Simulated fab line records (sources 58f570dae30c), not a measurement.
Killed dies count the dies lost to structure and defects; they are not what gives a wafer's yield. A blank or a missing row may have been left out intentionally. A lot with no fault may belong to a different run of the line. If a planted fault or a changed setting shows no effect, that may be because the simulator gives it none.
Which tool was responsible? ; flow berkeley_cmos170 ; route of 331 steps, sampled at 1 step: 7 lots, 21 wafers

WHAT EACH GAUGE READ, for each wafer
UCB170_NWELL_THK_MEAS_02.
lot;measured;on;NWELL_OXIDE_THK (nm)
L144;day 2 05:53;film_metro-02;26.4 26.4 26.5
L148;day 2 23:09;film_metro-01;26.3 27.0 26.3
L150;day 3 14:40;film_metro-04;26.3 26.5 26.5
L152;day 3 19:35;film_metro-01;25.7 26.2 26.0
L154;day 4 06:29;film_metro-02;27.0 26.9 26.9
L158;day 5 02:04;film_metro-04;26.5 26.8 26.4
L161;day 5 13:49;film_metro-01;27.0 27.1 26.9

WHICH TOOL RAN EACH LOT (tool, then ch and the chambers of the sampled wafers, then the start)
The record holds no process step before these readings.

THE ANSWER, worked out from the rows above alone
Rule: what is usual is taken from the lots themselves. Put in order of their means at a reading, lots are off if they are a third of the lots or fewer, leave a main group of 4 or more, and stand apart from it by a gap of 3 or more times the standard deviation of the main group's means; of several such gaps the widest counts. A main group is skipped when, at the precision printed for the reading in the tables above, its means are all equal. A lot without any number at a reading at which 4 lots or more have one is off too. All remaining lots with rows at the step are treated as sound.
No lot is off on any of the readings shown, so nothing can be concluded from this.

WHAT THE SIMULATOR HAD PUT IN
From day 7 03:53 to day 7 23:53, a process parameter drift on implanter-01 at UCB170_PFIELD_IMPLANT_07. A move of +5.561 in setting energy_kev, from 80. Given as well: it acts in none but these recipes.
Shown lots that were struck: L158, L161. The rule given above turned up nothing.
